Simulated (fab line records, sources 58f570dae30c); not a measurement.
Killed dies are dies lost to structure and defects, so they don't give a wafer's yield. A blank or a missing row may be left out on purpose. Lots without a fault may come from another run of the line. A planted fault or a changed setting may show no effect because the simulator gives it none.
A struck lot beside a sound one | flow berkeley_cmos170 | 19 steps out of a route of 331
Sound: wafers L113.1, L113.3, L113.5. Struck: wafers L122.1, L122.2, L122.3. The cause comes at the end.
At each step with rows: each side's tool, then ch and its chambers, then its first start. Under that, the readings that differ: sound wafers | struck wafers | difference of the means | sigmas: that difference in standard deviations of wafers without a fault.
alike: readings whose means differ by less than 2 such deviations, and words and numbers that are the same on both sides. not compared: withheld readings, readings that some wafer has no value for, bounds like >300 that may hide the same value, and numbers for which the record gives no deviation and whose values overlap.
The two part at a step that has a row with sigmas, a row that says differs or no value, or rows on one side only. Numbers that don't overlap but have no deviation are shown without sigmas and don't part them. A reading that every wafer of one side lacks parts them only if that side has two wafers or more.

first, 5 steps without rows for these wafers: UCB170_PSD_COAT_01 (resist thk 900 nm); UCB170_PSD_SOFTBAKE_02 (time 60 s); UCB170_PSD_EXPOSE_03 (exposes mask PSELECT MOD, target cd 1200 nm); UCB170_PSD_PEB_04; UCB170_PSD_DEVELOP_05 (develop time 45 s).
UCB170_PSD_CD_MEAS_06: target cd 1200 nm.
  sound on cd_sem-02, day 6 15:28; struck on cd_sem-01, day 8 15:24
  alike: cd_nm
UCB170_PSD_OVL_MEAS_07:
  sound on overlay-02, day 6 15:35; struck on overlay-01, day 8 15:31
  alike: PSD_OVL
then, 1 step without rows for these wafers: UCB170_PSD_IMPLANT_08.
UCB170_PSD_STRIP_09: strips in O2.
  sound on plasma_asher-03 ch 0, day 6 15:47; struck on plasma_asher-01 ch 0,1, day 8 15:42
  alike: drypump_motor_current_A, oes_product_au, strip_time_to_endpoint_s
  not compared: rf_hours_counter_h
UCB170_PSD_TW_MEAS_10:
  sound on film_metro-03, day 6 15:53; struck on film_metro-03, day 8 15:48
  alike: PSD_TW
then, 2 steps without rows for these wafers: UCB170_PSD_CLEAN_11 (cleans in SPM, time 600 s); UCB170_NSD_HMDS_00 (prime time 60 s).
UCB170_NSD_COAT_01: resist thk 900 nm.
  sound on litho_track-04 ch 0, day 6 16:16; struck on litho_track-03, day 8 16:19
  no value came back on the struck wafers for chill_plate_temp_C (C), dispense_pressure_kPa (kPa); on the sound wafers chill_plate_temp_C (C) reads 22.97 22.76 22.97
then, 4 steps without rows for these wafers: UCB170_NSD_SOFTBAKE_02 (time 60 s); UCB170_NSD_EXPOSE_03 (exposes mask NSELECT MOD, target cd 1200 nm); UCB170_NSD_PEB_04; UCB170_NSD_DEVELOP_05 (develop time 45 s).
UCB170_NSD_CD_MEAS_06: target cd 1200 nm.
  sound on cd_sem-01, day 6 16:57; struck on cd_sem-02, day 8 17:11
  reading    | sound                | struck | difference                    | sigmas
  cd_nm (nm) | 1198.8 1198.6 1199.1 | - - -  | no value on the struck wafers |
UCB170_NSD_OVL_MEAS_07:
  sound on overlay-01, day 6 17:04; struck on overlay-02, day 8 17:19
  reading      | sound | struck | difference                    | sigmas
  NSD_OVL (nm) | 8 4 8 | - - -  | no value on the struck wafers |

WHERE THEY PART
First at UCB170_NSD_COAT_01; last, within this record, at UCB170_NSD_OVL_MEAS_07.

WHY: what the simulator had put in
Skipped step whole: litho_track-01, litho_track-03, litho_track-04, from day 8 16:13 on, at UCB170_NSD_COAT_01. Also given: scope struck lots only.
